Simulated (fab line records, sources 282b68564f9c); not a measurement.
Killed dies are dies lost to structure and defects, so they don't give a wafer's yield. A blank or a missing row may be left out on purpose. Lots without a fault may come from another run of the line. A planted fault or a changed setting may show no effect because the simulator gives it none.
Tool commonality check | flow rit_cmos | 14 lots, 42 wafers sampled

WHY IT WAS OPENED
At RIT_PWELL_TW_MEAS_10 the reading PWELL_TW is flagged on 2 of 14 lots. Wafers without a fault read 944, standard deviation 5.5.
Rule: a lot is flagged when every wafer of it that has a number lies more than 4 standard deviations from that mean, or none has a number. The other lots count as sound.

lot  | measured    | on            | PWELL_TW, wafer by wafer | flag
L729 | day 2 00:26 | film_metro-04 | 934 940 936              |
L730 | day 2 05:27 | film_metro-04 | 937 937 944              |
L731 | day 2 10:17 | film_metro-02 | 949 942 948              |
L732 | day 2 15:08 | film_metro-04 | 943 945 941              |
L733 | day 2 20:25 | film_metro-01 | 942 946 945              |
L734 | day 3 02:01 | film_metro-04 | 941 937 939              |
L735 | day 3 07:00 | film_metro-01 | 952 956 959              |
L736 | day 3 16:22 | film_metro-01 | 946 945 950              |
L737 | day 3 19:34 | film_metro-01 | 2013 2004 2004           | FLAGGED
L738 | day 3 21:52 | film_metro-02 | 945 944 941              |
L739 | day 4 04:10 | film_metro-04 | 1990 1996 1998           | FLAGGED
L746 | day 5 13:11 | film_metro-01 | 946 944 942              |
L748 | day 5 23:11 | film_metro-02 | 948 951 947              |
L752 | day 6 18:46 | film_metro-02 | 949 952 950              |
The numbers of the flagged lots are 2001 on average: +1057 against the usual, or +99 or more standard deviations.

WHICH TOOL RAN EACH LOT
The record holds 1 process step before the reading, out of a route of 202 steps. In each cell: the tool, then ch and the chambers that the sampled wafers went through, then the start.
lot  | flag    | RIT_NWELL_COAT_01
L729 |         | litho_track-03 ch 0, day 1 21:14
L730 |         | litho_track-03 ch 0, day 2 02:23
L731 |         | litho_track-04 ch 0, day 2 07:08
L732 |         | litho_track-02 ch 0, day 2 11:53
L733 |         | litho_track-03 ch 0, day 2 17:25
L734 |         | litho_track-02 ch 0, day 2 22:43
L735 |         | litho_track-03 ch 0, day 3 03:47
L736 |         | litho_track-03 ch 0, day 3 13:15
L737 | FLAGGED | litho_track-03 ch 0, day 3 16:34
L738 |         | litho_track-02 ch 0, day 3 18:49
L739 | FLAGGED | litho_track-03 ch 0, day 4 01:17
L746 |         | litho_track-02 ch 0, day 5 09:55
L748 |         | litho_track-02 ch 0, day 5 20:10
L752 |         | litho_track-04 ch 0, day 6 15:43
What these steps do:
- RIT_NWELL_COAT_01: resist thk 1300 nm.
- RIT_PWELL_TW_MEAS_10

FLAGGED OVER TOTAL, TOOL BY TOOL (the gauges that took the reading come last)
step                 | tool           | lots run | flagged | share of the flagged lots | sound lots run after its first flagged lot
RIT_NWELL_COAT_01    | litho_track-02 | 5        | 0       | none                      | -
RIT_NWELL_COAT_01    | litho_track-03 | 7        | 2       | all                       | 0
RIT_NWELL_COAT_01    | litho_track-04 | 2        | 0       | none                      | -
RIT_PWELL_TW_MEAS_10 | film_metro-01  | 5        | 1       | some                      | 1 (L746)
RIT_PWELL_TW_MEAS_10 | film_metro-02  | 4        | 0       | none                      | -
RIT_PWELL_TW_MEAS_10 | film_metro-04  | 5        | 1       | some                      | 0

WHAT THE TABLE ALLOWS
1 row of the table ran every flagged lot: litho_track-03 at RIT_NWELL_COAT_01.
- litho_track-03 at RIT_NWELL_COAT_01: 2 of its 7 lots flagged. Its last sound lot is L736 (day 3 13:15), its first flagged lot L737 (day 3 16:34): a fault that began between those two fits.
One tool is left: litho_track-03 at RIT_NWELL_COAT_01.

WHAT THE SIMULATOR HAD PUT IN
Process parameter drift: litho_track-03, from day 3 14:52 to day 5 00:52, at RIT_NWELL_COAT_01. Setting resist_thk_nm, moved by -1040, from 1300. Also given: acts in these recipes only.
Lots struck among those shown: L737, L739. The rule above found the same.
